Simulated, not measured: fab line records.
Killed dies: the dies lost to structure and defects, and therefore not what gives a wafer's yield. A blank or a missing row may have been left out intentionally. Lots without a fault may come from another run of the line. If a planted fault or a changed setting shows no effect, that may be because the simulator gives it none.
Comparing a struck lot with a sound one | flow berkeley cmos170 | 16 out of 331 route steps
Sound: the wafers L639.1, L639.3, L639.5. The struck wafers were L650.2, L650.5, L650.6. The cause is given at the end.
Each step with rows lists, per side, the tool, then ch with its chambers, then its first start. Under that, the readings that differ: sound wafers | struck wafers | difference of the means | sigmas: that difference in standard deviations of wafers without a fault.
alike: readings with means less than 2 such deviations apart, plus words and numbers identical on both sides. not compared: withheld readings, readings lacking a value on some wafer, bounds such as >300 that could conceal the same value, and numbers that have no deviation in the record and whose values overlap.
Wherever a step has rows on one side only, a row that says differs or no value, or a row with sigmas, the two part there. Numbers that have no deviation but don't overlap get no sigmas and don't part them. A reading that every wafer of one side lacks parts them only if that side has two wafers or more.

first, 1 step without rows for these wafers: UCB170_M2_SOFTBAKE_06 (time 60 s).
UCB170_M2_STRIP_07: strips in O2.
  sound on plasma asher-02 ch 1, day 7 13:32; struck on plasma asher-03 ch 0,1, day 10 02:08
  alike: drypump motor current A, oes product au, strip time to endpoint s
  not compared: rf hours counter h
then, 7 steps without rows for these wafers: UCB170_M2_STRIP_08 (strips KrF in DMSO, time 600 s); UCB170_M2_COAT_09; UCB170_M2_COAT_10 (resist thk 900 nm); UCB170_M2_SOFTBAKE_11 (time 60 s); UCB170_M2_EXPOSE_12 (exposes mask METAL2, target cd 700 nm); UCB170_M2_PEB_13; UCB170_M2_DEVELOP_14 (develop time 45 s).
UCB170_M2_CD_MEAS_15: the cd target is 700 nm.
  sound on cd sem-02 at day 7 15:32; struck on cd sem-01 at day 10 03:50
  alike: cd nm
UCB170_M2_OVL_MEAS_16:
  sound on overlay-02 at day 7 15:40; struck on overlay-01 at day 10 03:56
  alike: M2_OVL
UCB170_M2_ETCH_17: etches BARC in N2/H2.
  sound on rie diel-04 ch 0,2, day 7 15:42; struck on rie diel-04 ch 0,1, day 10 03:58
  alike: drypump motor current A, oes product au, throttle valve pct
UCB170_M2_METAL_ETCH_18: etches Al in Cl2/BCl3, stops on SiO2, target depth 1170 nm, time 195 s.
  sound on rie metal-04 ch 0,1, day 7 15:44; struck on rie metal-04 ch 0,1, day 10 04:01
  reading                             | sound             | struck            | difference | sigmas
  oes product au (a.u.)               | 0.848 0.854 0.869 | 1.021 1.022 1.009 | +0.160     | +11
  run length s (s)                    | 222.8 222.5 223.4 | 138.8 138.7 137.7 | -84.5      | -99 or more
  model.KrF_of_M2_COAT_10.thk nm (nm) | 196.3 194 211.7   | 500.9 501.9 486.8 | +295.9     |
  model.M2.feature depth nm (nm)      | 961 954.8 953.4   | 660.3 661 681.7   | -288.7     |
  model.etch.depth nm (nm)            | 902.9 896.7 897   | 660.3 661 681.7   | -231.2     |
  alike: drypump motor current A, throttle valve pct
  not compared: rf hours counter h
UCB170_M2_STRIP_19: strips in O2.
  sound on plasma asher-04 ch 0,1, day 7 15:56; struck on plasma asher-04 ch 0,1, day 10 04:11
  reading               | sound             | struck            | difference | sigmas
  oes product au (a.u.) | 0.526 0.527 0.545 | 0.716 0.715 0.721 | +0.185     | +10
  alike: drypump motor current A
  not compared: rf hours counter h
UCB170_M2_CD_MEAS_90: the cd target is 700 nm.
  sound on cd sem-01 at day 7 16:02; struck on cd sem-01 at day 10 04:19
  reading    | sound       | struck      | difference | sigmas
  cd nm (nm) | 701 699 699 | 721 719 718 | +20        | +7
UCB170_V2_CVD_00: deposits SiO2 from TEOS/O2, target thk 2000 nm, time 250 s.
  the record has rows for the sound wafers here (pecvd-02 ch 0,1,2, day 7 16:09) and none for the struck ones

== WHERE THEY PART ==
First at UCB170_M2_METAL_ETCH_18; last, within this record, at UCB170_V2_CVD_00.

WHY: what the simulator had put in
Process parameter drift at UCB170_M2_METAL_ETCH_18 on rie metal-04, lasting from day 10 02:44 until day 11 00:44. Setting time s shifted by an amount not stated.
